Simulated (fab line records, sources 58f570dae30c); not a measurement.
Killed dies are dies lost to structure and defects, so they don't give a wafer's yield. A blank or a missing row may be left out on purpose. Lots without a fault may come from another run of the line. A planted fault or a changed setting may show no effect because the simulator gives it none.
Tool commonality check | flow berkeley_cmos170 | 13 lots, 39 wafers sampled

WHY IT WAS OPENED
At UCB170_PLDD_OVL_MEAS_07 the reading PLDD_OVL is flagged on 2 of 13 lots. Wafers without a fault read 2 nm, standard deviation 5.6.
Rule: a lot is flagged when every wafer of it that has a number lies more than 4 standard deviations from that mean, or none has a number. The other lots count as sound.

lot  | measured     | on         | PLDD_OVL (nm), wafer by wafer | flag
L955 | day 7 09:45  | overlay-02 | 3 -4 -8                       |
L954 | day 7 09:58  | overlay-02 | 8 9 -1                        |
L956 | day 7 18:13  | overlay-02 | 4 -2 5                        |
L957 | day 7 18:29  | overlay-02 | 4 1 3                         |
L958 | day 8 13:53  | overlay-01 | 7 -2 8                        |
L960 | day 8 14:19  | overlay-02 | 8 2 -5                        |
L959 | day 8 14:31  | overlay-01 | 324 323 326                   | FLAGGED
L961 | day 8 14:45  | overlay-02 | -4 4 7                        |
L965 | day 10 07:38 | overlay-02 | 3 8 2                         |
L964 | day 10 07:46 | overlay-01 | 328 331 321                   | FLAGGED
L973 | day 11 18:00 | overlay-02 | -1 6 -5                       |
L974 | day 11 21:38 | overlay-02 | -3 0 -5                       |
L977 | day 12 09:20 | overlay-02 | 2 -1 -1                       |
The numbers of the flagged lots are 326 nm on average: +324 nm against the usual, or +58 standard deviations.

WHICH TOOL RAN EACH LOT
The record holds 1 process step before the reading, out of a route of 331 steps. In each cell: the tool, then ch and the chambers that the sampled wafers went through, then the start.
lot  | flag    | UCB170_PLDD_EXPOSE_03
L955 |         | krf_scanner-01 ch 0, day 7 08:27
L954 |         | krf_scanner-01 ch 0, day 7 08:58
L956 |         | krf_scanner-01 ch 0, day 7 17:39
L957 |         | krf_scanner-02 ch 0, day 7 17:59
L958 |         | krf_scanner-02 ch 0, day 8 13:10
L960 |         | krf_scanner-01 ch 0, day 8 13:38
L959 | FLAGGED | krf_scanner-02 ch 0, day 8 14:00
L961 |         | krf_scanner-01 ch 0, day 8 14:14
L965 |         | krf_scanner-01 ch 0, day 10 06:59
L964 | FLAGGED | krf_scanner-02 ch 0, day 10 07:13
L973 |         | krf_scanner-01 ch 0, day 11 16:26
L974 |         | krf_scanner-01 ch 0, day 11 20:05
L977 |         | krf_scanner-01 ch 0, day 12 08:50
What these steps do:
- UCB170_PLDD_EXPOSE_03: exposes mask PSELECT, target cd 1200 nm.
- UCB170_PLDD_OVL_MEAS_07

FLAGGED OVER TOTAL, TOOL BY TOOL (the gauges that took the reading come last)
step                    | tool           | lots run | flagged | share of the flagged lots | sound lots run after its first flagged lot
UCB170_PLDD_EXPOSE_03   | krf_scanner-01 | 9        | 0       | none                      | -
UCB170_PLDD_EXPOSE_03   | krf_scanner-02 | 4        | 2       | all                       | 0
UCB170_PLDD_OVL_MEAS_07 | overlay-01     | 3        | 2       | all                       | 0
UCB170_PLDD_OVL_MEAS_07 | overlay-02     | 10       | 0       | none                      | -

WHAT THE TABLE ALLOWS
2 rows of the table ran every flagged lot: krf_scanner-02 at UCB170_PLDD_EXPOSE_03, overlay-01 at UCB170_PLDD_OVL_MEAS_07.
- krf_scanner-02 at UCB170_PLDD_EXPOSE_03: 2 of its 4 lots flagged. Its last sound lot is L958 (day 8 13:10), its first flagged lot L959 (day 8 14:00): a fault that began between those two fits.
- overlay-01 at UCB170_PLDD_OVL_MEAS_07: 2 of its 3 lots flagged. Its last sound lot is L958 (day 8 13:53), its first flagged lot L959 (day 8 14:31): a fault that began between those two fits.
Counting lots can't tell these 2 tools apart, because each fits a fault that began at some hour. More lots, or a look at what each step does to the wafer, might.

WHAT THE SIMULATOR HAD PUT IN
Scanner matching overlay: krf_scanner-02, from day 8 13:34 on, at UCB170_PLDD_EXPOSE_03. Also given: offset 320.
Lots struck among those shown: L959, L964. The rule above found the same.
